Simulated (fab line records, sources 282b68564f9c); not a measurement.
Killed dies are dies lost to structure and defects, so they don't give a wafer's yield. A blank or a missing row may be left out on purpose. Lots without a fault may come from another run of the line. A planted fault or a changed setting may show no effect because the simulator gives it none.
A struck lot beside a sound one | flow rit_cmos | 15 steps out of a route of 202
Sound: wafers L735.1, L735.4, L735.6. Struck: wafers L748.2, L748.5, L748.6. The cause comes at the end.
At each step with rows: each side's tool, then ch and its chambers, then its first start. Under that, the readings that differ: sound wafers | struck wafers | difference of the means | sigmas: that difference in standard deviations of wafers without a fault.
alike: readings whose means differ by less than 2 such deviations, and words and numbers that are the same on both sides. not compared: withheld readings, readings that some wafer has no value for, bounds like >300 that may hide the same value, and numbers for which the record gives no deviation and whose values overlap.
The two part at a step that has a row with sigmas, a row that says differs or no value, or rows on one side only. Numbers that don't overlap but have no deviation are shown without sigmas and don't part them. A reading that every wafer of one side lacks parts them only if that side has two wafers or more.

RIT_GATE_STRIP_20: strips in O2, time 180 s.
  sound on plasma_asher-04 ch 0,1, day 4 16:44; struck on plasma_asher-03 ch 0,1, day 8 02:14
  alike: drypump_motor_current_A, o2_flow_sccm
  not compared: rf_hours_counter_h
RIT_GATE_CD_MEAS_90: target cd 150 nm.
  sound on cd_sem-01, day 4 16:55; struck on cd_sem-01, day 8 02:26
  alike: cd_nm
then, 4 steps without rows for these wafers: RIT_REOX_CLEAN_00 (cleans in SC1, time 600 s); RIT_REOX_CLEAN_01 (cleans in dHF, time 30 s); RIT_REOX_CLEAN_02 (cleans in SC2, time 600 s); RIT_REOX_OXIDATION_03 (target thk 25.2 nm, ox time 5580 s).
RIT_REOX_THK_MEAS_04:
  sound on film_metro-02, day 4 22:12; struck on film_metro-02, day 8 07:56
  alike: REOX_OXIDE_THK
then, 5 steps without rows for these wafers: RIT_NLDD_HMDS_00 (prime time 60 s); RIT_NLDD_COAT_01 (resist thk 1000 nm); RIT_NLDD_SOFTBAKE_02 (time 60 s); RIT_NLDD_EXPOSE_03 (exposes mask M7, target cd 40700 nm); RIT_NLDD_PEB_04.
RIT_NLDD_DEVELOP_05: develop time 50 s.
  sound on litho_track-01 ch 0, day 4 23:00; struck on litho_track-04 ch 0, day 8 08:00
  reading              | sound             | struck            | difference | sigmas
  developer_temp_C (C) | 22.91 22.95 23.02 | 23.90 24.02 23.86 | +0.97      | +10
  alike: chill_plate_temp_C
RIT_NLDD_OVL_MEAS_06:
  sound on overlay-02, day 4 23:14; struck on overlay-02, day 8 09:07
  alike: NLDD_OVL
RIT_M1_PROBE_99:
  sound on prober-02, day 5 14:58; struck on prober-02, day 9 02:21
  reading            | sound | struck | difference | sigmas
  killed_at_M0_to_M3 | 0 0 1 | 0 0 0  | +0         | -4
  alike: killed_at_contacts, killed_at_front_end, killed_dies, killed_open, killed_short

WHERE THEY PART
First at RIT_NLDD_DEVELOP_05; last, within this record, at RIT_M1_PROBE_99.

WHY: what the simulator had put in
Process parameter drift: litho_track-04, from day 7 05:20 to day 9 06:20, at RIT_NLDD_DEVELOP_05. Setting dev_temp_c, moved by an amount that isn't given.
